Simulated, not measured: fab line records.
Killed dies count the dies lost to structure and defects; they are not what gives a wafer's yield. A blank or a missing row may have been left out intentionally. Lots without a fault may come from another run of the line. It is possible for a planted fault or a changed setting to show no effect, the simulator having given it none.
A lot that was struck, set against a sound lot + flow berkeley-cmos170 + 13 out of 331 route steps
Sound: the wafers L156.2, L156.5, L156.6. The struck wafers were L164.2, L164.3, L164.6. At the end, the cause is stated.
For every step that has rows: the tool of each side, followed by ch and its chambers, followed by its first start. Under that, the readings that differ: sound wafers + struck wafers + difference of the means + sigmas: that difference in standard deviations of wafers without a fault.
alike: readings whose means differ by less than 2 such deviations, and words and numbers that are the same on both sides. not compared: withheld readings, readings that some wafer has no value for, bounds like >300 that may hide the same value, and numbers for which the record gives no deviation and whose values overlap.
Wherever a step has rows on one side only, a row that says differs or no value, or a row with sigmas, the two part there. Numbers that have no deviation but don't overlap get no sigmas and don't part them. A reading that every wafer of one side lacks parts them only if that side has two wafers or more.

UCB170_START_BOW_MEAS_00:
  struck on film-metro-01, day 3 17:01; sound on film-metro-03, day 2 01:01
  alike: INCOMING_BOW
then, 2 steps without rows for these wafers: UCB170_START_CLEAN_01 (cleans in dHF, time 60 s); UCB170_START_OXIDATION_02 (target thk 20 nm, ox time 1800 s).
UCB170_START_THK_MEAS_03:
  struck on film-metro-03, day 3 22:42; sound on film-metro-01, day 2 04:16
  alike: START_OXIDE_THK
then, 7 steps without rows for these wafers: UCB170_START_ANNEAL_04 (time 1200 s); UCB170_ZERO_HMDS_00 (prime time 60 s); UCB170_ZERO_COAT_01 (resist thk 900 nm); UCB170_ZERO_SOFTBAKE_02 (time 60 s); UCB170_ZERO_EXPOSE_03 (exposes mask PM MARKS, target cd 4000 nm); UCB170_ZERO_PEB_04; UCB170_ZERO_DEVELOP_05 (develop time 45 s).
UCB170_ZERO_ETCH_06: etches SiO2 in CHF3/CF4/Ar, time 12 s.
  sound on rie-diel-04 ch 2,3, day 2 08:38; struck on rie-diel-03 ch 0,2,3, day 4 06:46
  alike: CHF3_flow_sccm, drypump-motor-current-A, oes-product-au, rf-fwd-power-W, throttle-valve-pct
  not compared: rf-hours-counter-h
UCB170_ZERO_STRIP_07: strips in O2.
  sound on plasma-asher-02 ch 0,1, day 2 08:40; struck on plasma-asher-01 ch 0,1, day 4 06:47
  no value came back on the struck wafers for any of 6 readings (chamber-pressure-mTorr (mTorr), drypump-motor-current-A (A) and others); on the sound wafers chamber-pressure-mTorr (mTorr) reads 3496 3497 3495
| reading                               | sound | struck        | difference | sigmas |
|---------------------------------------|-------|---------------|------------|--------|
| model.KrF_of_ZERO_COAT_01.thk-nm (nm) | 0 0 0 | 884.5 887 885 | +885.5     |        |
  not compared: rf-hours-counter-h

## WHERE THEY PART
At UCB170_ZERO_STRIP_07 and nowhere else, as far as this record goes.

WHY: what the simulator had put in
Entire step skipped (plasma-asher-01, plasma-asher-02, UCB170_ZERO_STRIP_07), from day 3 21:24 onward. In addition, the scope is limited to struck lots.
